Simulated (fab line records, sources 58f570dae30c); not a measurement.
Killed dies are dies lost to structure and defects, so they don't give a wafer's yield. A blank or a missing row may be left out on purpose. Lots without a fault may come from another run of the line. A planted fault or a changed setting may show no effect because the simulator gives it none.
Which tool did it? | flow berkeley_cmos170 | 7 lots, 21 wafers sampled, at 1 step of a route of 331

WHAT THE GAUGES READ, wafer by wafer
UCB170_PWELL_THK_MEAS_03.
lot  | measured    | on            | PWELL_OXIDE_THK (nm)
L409 | day 2 22:21 | film_metro-04 | 26.8 27.0 27.4
L411 | day 3 09:32 | film_metro-02 | 27.0 26.6 27.0
L413 | day 4 03:55 | film_metro-04 | 26.2 25.8 25.7
L416 | day 4 19:56 | film_metro-02 | 26.1 26.6 26.9
L422 | day 6 03:50 | film_metro-03 | 26.6 26.4 26.7
L425 | day 6 11:52 | film_metro-03 | 27.3 27.1 26.8
L429 | day 7 07:07 | film_metro-02 | 27.1 26.9 26.7

WHICH TOOL RAN EACH LOT (tool, then ch and the chambers of the sampled wafers, then the start)
The record holds no process step before these readings.

THE ANSWER, worked out from the rows above alone
Rule: what is usual is taken from the lots themselves. Put in order of their means at a reading, lots are off if they are a third of the lots or fewer, leave a main group of 4 or more, and stand apart from it by a gap of 3 or more times the standard deviation of the main group's means; of several such gaps the widest counts. A main group whose means are all the same, to the digits that the tables above print for the reading, isn't used. A lot without any number at a reading at which 4 lots or more have one is off too. The other lots that the step has rows for count as sound.
No lot is off at any reading shown: from this, nothing can be told.

WHAT THE SIMULATOR HAD PUT IN
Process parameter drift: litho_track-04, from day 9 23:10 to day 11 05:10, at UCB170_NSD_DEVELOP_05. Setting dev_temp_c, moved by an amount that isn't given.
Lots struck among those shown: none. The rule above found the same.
